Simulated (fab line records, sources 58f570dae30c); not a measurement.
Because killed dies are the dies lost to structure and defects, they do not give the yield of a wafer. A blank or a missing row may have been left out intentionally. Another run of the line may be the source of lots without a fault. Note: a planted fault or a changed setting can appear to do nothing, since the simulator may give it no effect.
Which tool was responsible? ; flow berkeley cmos170 ; 14 lots, 42 wafers sampled, at 5 steps of a route of 331

WHAT EACH GAUGE READ, for each wafer
UCB170_NVT_OVL_MEAS_06. Usual: NVT_OVL 3 nm, standard deviation 5.6.
lot;measured;on;NVT_OVL (nm);flag
L368;day 6 01:10;overlay-01;3 11 9;
L370;day 6 18:28;overlay-01;9 1 7;
L374;day 7 23:54;overlay-01;2 -1 6;
L375;day 8 00:35;overlay-02;5 -4 1;
L377;day 8 00:44;overlay-01;-7 -7 -2;
L380;day 8 07:04;overlay-02;11 12 10;
L382;day 9 00:02;overlay-02;9 4 6;
L384;day 9 13:00;overlay-01;-1 5 -1;
L385;day 9 13:16;overlay-01;-7 -8 -4;
L386;day 9 21:23;overlay-02;5 7 7;
L388;day 10 08:13;overlay-02;-1 5 -2;
L390;day 10 21:07;overlay-02;13 7 11;
L391;day 10 21:21;overlay-01;2 -3 -8;
L389;day 10 21:28;overlay-01;2 0 2;

UCB170_GATE_THK_MEAS_02. Usual: GATE_OXIDE_THK 6.58 nm, standard deviation 0.13.
lot;measured;on;GATE_OXIDE_THK (nm);flag
L368;day 6 08:46;film metro-02;6.73 6.79 6.73;
L370;day 7 03:46;film metro-04;6.57 6.45 6.47;
L374;day 8 06:12;film metro-03;6.42 6.55 6.57;
L375;day 8 06:11;film metro-02;6.61 6.55 6.63;
L377;day 8 09:03;film metro-02;10.75 10.23 10.34;OFF
L380;day 8 14:08;film metro-03;6.49 6.43 6.36;
L382;day 9 12:08;film metro-02;10.82 11.07 10.91;OFF
L384;day 9 21:25;film metro-03;6.84 6.85 6.88;
L385;day 9 21:25;film metro-02;6.76 6.81 6.71;
L386;day 10 06:19;film metro-03;6.79 6.70 6.64;
L388;day 10 20:50;film metro-03;6.65 6.50 6.33;
L390;day 11 07:21;film metro-02;6.51 6.52 6.54;
L391;day 11 07:20;film metro-03;6.39 6.59 6.52;
L389;day 11 07:25;film metro-02;6.33 6.41 6.43;

UCB170_GATE_THK_MEAS_05. Usual: GATE_POLY_THK 213.6 nm, standard deviation 1.7.
lot;measured;on;GATE_POLY_THK (nm);flag
L368;day 6 16:59;film metro-02;214.5 213.7 215.4;
L370;day 7 11:48;film metro-03;211.5 209.9 210.6;
L374;day 8 11:06;film metro-02;216.3 216.6 217.3;
L375;day 8 10:59;film metro-04;212.2 211.9 211.9;
L377;day 8 14:13;film metro-04;213.8 212.0 214.2;
L380;day 8 20:37;film metro-04;213.9 213.9 213.7;
L382;day 9 18:23;film metro-03;214.0 212.5 213.1;
L384;day 10 05:08;film metro-02;212.4 213.8 213.9;
L385;day 10 05:08;film metro-04;213.1 212.8 213.0;
L386;day 10 13:45;film metro-02;211.0 212.3 213.6;
L388;day 11 05:16;film metro-03;215.9 214.0 214.5;
L390;day 11 13:35;film metro-03;214.8 214.8 215.7;
L391;day 11 13:35;film metro-02;215.5 214.0 213.2;
L389;day 11 13:35;film metro-04;214.9 212.2 216.6;

UCB170_GATE_CD_MEAS_12: the cd target is 350 nm. Usual: cd nm reads 350.6 nm (standard deviation 1.5).
lot;measured;on;cd nm (nm);flag
L368;day 6 19:16;cd sem-02;351.1 351.6 352.4;
L370;day 7 13:15;cd sem-02;351.8 352.4 353.1;
L374;day 8 12:37;cd sem-01;348.9 348.3 348.6;
L375;day 8 12:06;cd sem-02;349.4 349.4 348.3;
L377;day 8 15:24;cd sem-02;352.8 351.8 352.5;
L380;day 8 22:08;cd sem-02;351.8 351.9 353.2;
L382;day 9 19:26;cd sem-01;350.4 349.9 349.1;
L384;day 10 06:47;cd sem-02;348.8 348.7 346.5;
L385;day 10 06:58;cd sem-01;351.4 350.2 350.4;
L386;day 10 14:48;cd sem-01;353.9 352.9 353.3;
L388;day 11 06:18;cd sem-02;350.0 349.7 349.7;
L390;day 11 15:10;cd sem-02;349.3 348.9 349.7;
L391;day 11 14:54;cd sem-02;350.6 350.3 352.2;
L389;day 11 15:17;cd sem-02;351.6 350.9 351.6;

WHAT TOOL EACH LOT RAN ON (gives the tool, then ch and the chambers of the sampled wafers, and finally the start)
lot;UCB170_GATE_OXIDATION_01
L368;furnace-02 ch 0, day 6 07:13
L370;furnace-02 ch 0, day 7 02:16
L374;furnace-01 ch 0, day 8 04:41
L375;furnace-01 ch 0, day 8 04:41
L377;furnace-04 ch 0, day 8 05:07 and furnace-01 ch 0, day 8 07:32
L380;furnace-04 ch 0, day 8 12:38
L382;furnace-01 ch 0, day 9 07:53 and furnace-04 ch 0, day 9 10:38
L384;furnace-02 ch 0, day 9 19:55
L385;furnace-02 ch 0, day 9 19:55
L386;furnace-02 ch 0, day 10 04:49
L388;furnace-02 ch 0, day 10 19:20
L390;furnace-01 ch 0, day 11 05:50
L391;furnace-01 ch 0, day 11 05:50
L389;furnace-01 ch 0, day 11 05:50
- UCB170_GATE_OXIDATION_01: target thk 6.6 nm, ox time 1800 s.

WHAT THE TOOLS THEMSELVES READ (means of the sampled wafers that have a number; where no wafer has one, the mark that the record gives instead)
UCB170_GATE_OXIDATION_01. Usual: spike tc centre C 853.2 C, standard deviation 1; zone power load pct 24.0 %, standard deviation 1.6.
lot;tool;spike tc centre C (C);zone power load pct (%);flag
L368;furnace-02;853.4;22.2;
L370;furnace-02;853.3;22.2;
L374;furnace-01;852.1;24.1;
L375;furnace-01;853.5;24.2;
L377;furnace-04/furnace-01;852.8;25.1;
L380;furnace-04;852.3;26.2;
L382;furnace-01/furnace-04;853.4;25.2;
L384;furnace-02;853.9;22.3;
L385;furnace-02;854.3;22.2;
L386;furnace-02;853.7;22.4;
L388;furnace-02;854.4;22.4;
L390;furnace-01;852.1;24.4;
L391;furnace-01;852.6;24.3;
L389;furnace-01;851.8;24.0;

THE ANSWER, worked out from the rows above alone
Rule: a lot counts as off when the mean over its wafers that have a number is more than 3 standard deviations away from the usual mean. Also off: a lot with no number at a reading for which 4 or more lots have one. The other lots that the step has rows for count as sound. After the gauges, taken in route order, come the tools' own readings; for these a lot's mean is taken, as printed above. At the first step where some lot is off, the reading lying furthest off is the one used; lots without a number count as furthest.
Off: at UCB170_GATE_THK_MEAS_02 (GATE_OXIDE_THK), L377, L382.
If a tool, at a process step before that reading, ran all the lots that are off and no sound lot after the first of them, it fits. Those tools and the gauges at UCB170_GATE_THK_MEAS_02 are tried in the same way. Of those tried, none fits.

WHAT THE SIMULATOR HAD PUT IN
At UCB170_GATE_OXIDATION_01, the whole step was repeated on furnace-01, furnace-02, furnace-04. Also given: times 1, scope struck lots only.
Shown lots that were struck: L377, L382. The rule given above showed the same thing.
